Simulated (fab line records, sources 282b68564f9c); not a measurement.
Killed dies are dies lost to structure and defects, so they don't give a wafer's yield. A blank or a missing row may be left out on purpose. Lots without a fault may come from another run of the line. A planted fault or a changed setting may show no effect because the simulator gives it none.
A struck lot beside a sound one | flow rit_cmos | 14 steps out of a route of 202
Sound: wafers L313.4, L313.5, L313.6. Struck: wafers L311.3, L311.4, L311.5. The cause comes at the end.
At each step with rows: each side's tool, then ch and its chambers, then its first start. Under that, the readings that differ: sound wafers | struck wafers | difference of the means | sigmas: that difference in standard deviations of wafers without a fault.
alike: readings whose means differ by less than 2 such deviations, and words and numbers that are the same on both sides. not compared: withheld readings, readings that some wafer has no value for, bounds like >300 that may hide the same value, and numbers for which the record gives no deviation and whose values overlap.
The two part at a step that has a row with sigmas, a row that says differs or no value, or rows on one side only. Numbers that don't overlap but have no deviation are shown without sigmas and don't part them. A reading that every wafer of one side lacks parts them only if that side has two wafers or more.

first, 1 step without rows for these wafers: RIT_SILICIDE_WET_ETCH_00 (etches SiO2 in BOE, target depth 14 nm, time 15 s).
RIT_SILICIDE_SPUTTER_01: material Ti, target thk 30 nm, time 240 s.
  sound on pvd_sputter-02, day 7 15:01; struck on pvd_sputter-02, day 7 06:55
  alike: throttle_valve_pct
RIT_SILICIDE_RS_MEAS_02: measures by four-point-probe.
  sound on film_metro-04, day 7 15:13; struck on film_metro-04, day 7 07:06
  alike: SILICIDE_TI_RS
RIT_SILICIDE_THK_MEAS_03: measures by xrf.
  sound on film_metro-04, day 7 15:19; struck on film_metro-04, day 7 07:12
  alike: SILICIDE_TI_THK
RIT_SILICIDE_RTA_04: time 10 s, ramp up 5 s, ramp down 5 s.
  sound on rtp_anneal-01 ch 0, day 7 15:22; struck on rtp_anneal-01 ch 0, day 7 07:16
  alike: wafer_temp_C_max
then, 1 step without rows for these wafers: RIT_SILICIDE_WET_ETCH_05 (etches Ti in SPM, time 120 s).
RIT_SILICIDE_RTA_06: time 10 s, ramp up 5 s, ramp down 10 s.
  sound on rtp_anneal-02 ch 0, day 7 15:29; struck on rtp_anneal-02 ch 0, day 7 07:22
  alike: wafer_temp_C_max
RIT_CONTACT_CVD_00: deposits SiO2 from TEOS, target thk 400 nm, time 61 s.
  sound on pecvd-02 ch 0,1,2, day 7 15:32; struck on pecvd-04 ch 0,1,2, day 7 07:25
  alike: heater_power_w
RIT_CONTACT_THK_MEAS_01:
  sound on film_metro-03, day 7 15:36; struck on film_metro-03, day 7 07:29
  alike: CONTACT_TEOS_THK
then, 3 steps without rows for these wafers: RIT_CONTACT_HMDS_02 (prime time 60 s); RIT_CONTACT_COAT_03 (resist thk 987.5 nm); RIT_CONTACT_SOFTBAKE_04 (time 60 s).
RIT_CONTACT_EXPOSE_05: exposes mask M11, target cd 1000 nm.
  sound on iline_stepper-02 ch 0, day 7 16:08; struck on iline_stepper-01, day 7 08:08
  no value came back on the struck wafers for exposure_dose_mJ_cm2, focus_offset_nm (nm), na; on the sound wafers exposure_dose_mJ_cm2 reads 248.87 249.45 249.07
  alike: mask
then, 1 step without rows for these wafers: RIT_CONTACT_PEB_06.

WHERE THEY PART
Only at RIT_CONTACT_EXPOSE_05, within this record.

WHY: what the simulator had put in
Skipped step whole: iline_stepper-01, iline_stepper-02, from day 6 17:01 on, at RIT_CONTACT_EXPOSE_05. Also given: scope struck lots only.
